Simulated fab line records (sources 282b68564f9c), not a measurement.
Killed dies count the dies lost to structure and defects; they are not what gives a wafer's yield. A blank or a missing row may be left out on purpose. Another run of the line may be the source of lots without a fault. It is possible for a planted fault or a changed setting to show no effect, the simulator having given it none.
Shared-tool check    flow rit-cmos    14 lots and 42 wafers in the sample

## WHY IT WAS OPENED
RIT_GATE_THK_MEAS_07, reading GATE_OXIDE_THK: flagged on 2 of 14 lots. Wafers without a fault read 3.02 nm, standard deviation 0.069.
Rule: a lot is flagged when every wafer of it that has a number lies more than 4 standard deviations from that mean, or none has a number. The other lots count as sound.

lot   measured     on             GATE_OXIDE_THK (nm), wafer by wafer  flag
L440  day 2 08:55  film-metro-03  3.10 3.11 3.12                       
L442  day 2 19:56  film-metro-03  3.01 3.08 2.98                       
L443  day 3 01:59  film-metro-04  2.99 2.96 3.01                       
L444  day 3 06:38  film-metro-03  3.13 3.03 3.12                       
L445  day 3 10:38  film-metro-01  3.07 3.05 3.12                       
L448  day 4 02:35  film-metro-01  4.88 4.78 4.81                       FLAGGED
L450  day 4 11:57  film-metro-01  4.83 4.88 4.82                       FLAGGED
L453  day 5 03:18  film-metro-03  3.12 3.05 3.04                       
L454  day 5 08:01  film-metro-03  3.02 3.00 3.01                       
L456  day 5 17:55  film-metro-01  3.04 3.10 2.94                       
L457  day 5 22:21  film-metro-03  3.08 3.12 3.08                       
L460  day 6 13:50  film-metro-03  3.03 3.05 3.04                       
L462  day 6 23:48  film-metro-01  2.88 2.93 3.01                       
L463  day 7 04:13  film-metro-04  2.84 2.96 2.84                       
The mean of the flagged lots' numbers is 4.83 nm, +1.81 nm from the usual (+26 standard deviations).

## EACH LOT AND THE TOOL IT RAN ON
The record holds 1 process step before the reading, out of a route of 202 steps. Each cell gives the tool, then ch followed by the chambers the sampled wafers passed through, then the start.
lot   flag     RIT_GATE_OXIDATION_05
L440           furnace-01 ch 0, day 2 07:34
L442           furnace-02 ch 0, day 2 18:13
L443           furnace-04 ch 0, day 3 00:38
L444           furnace-01 ch 0, day 3 05:19
L445           furnace-04 ch 0, day 3 09:18
L448  FLAGGED  furnace-02 ch 0, day 4 01:14
L450  FLAGGED  furnace-02 ch 0, day 4 10:37
L453           furnace-04 ch 0, day 5 00:58
L454           furnace-04 ch 0, day 5 06:40
L456           furnace-04 ch 0, day 5 16:34
L457           furnace-01 ch 0, day 5 21:01
L460           furnace-01 ch 0, day 6 12:29
L462           furnace-02 ch 0, day 6 22:29
L463           furnace-02 ch 0, day 7 02:53
What these steps do:
- RIT_GATE_OXIDATION_05: target thk 3 nm, ox time 270 s.
- RIT_GATE_THK_MEAS_07

## FLAGGED OVER TOTAL, TOOL BY TOOL (the gauges that took the reading come last)
step                   tool           lots run  flagged  share of the flagged lots  sound lots run after its first flagged lot
RIT_GATE_OXIDATION_05  furnace-01     4         0        none                       -
RIT_GATE_OXIDATION_05  furnace-02     5         2        all                        2 (L462,L463)
RIT_GATE_OXIDATION_05  furnace-04     5         0        none                       -
RIT_GATE_THK_MEAS_07   film-metro-01  5         2        all                        2 (L456,L462)
RIT_GATE_THK_MEAS_07   film-metro-03  7         0        none                       -
RIT_GATE_THK_MEAS_07   film-metro-04  2         0        none                       -

## WHAT IS ALLOWED BY THE TABLE
2 rows of the table ran every flagged lot: furnace-02 at RIT_GATE_OXIDATION_05, film-metro-01 at RIT_GATE_THK_MEAS_07.
- furnace-02 at RIT_GATE_OXIDATION_05: 2 of its 5 lots flagged. Sound lots ran on it after the first flagged one (L462, L463), which a lasting fault on the whole tool wouldn't allow.
- film-metro-01 at RIT_GATE_THK_MEAS_07: 2 of its 5 lots flagged. Sound lots ran on it after the first flagged one (L456, L462), which a lasting fault on the whole tool wouldn't allow.
There is no row in the table that ran each flagged lot and no sound lot after the first.

## WHAT THE SIMULATOR PUT IN
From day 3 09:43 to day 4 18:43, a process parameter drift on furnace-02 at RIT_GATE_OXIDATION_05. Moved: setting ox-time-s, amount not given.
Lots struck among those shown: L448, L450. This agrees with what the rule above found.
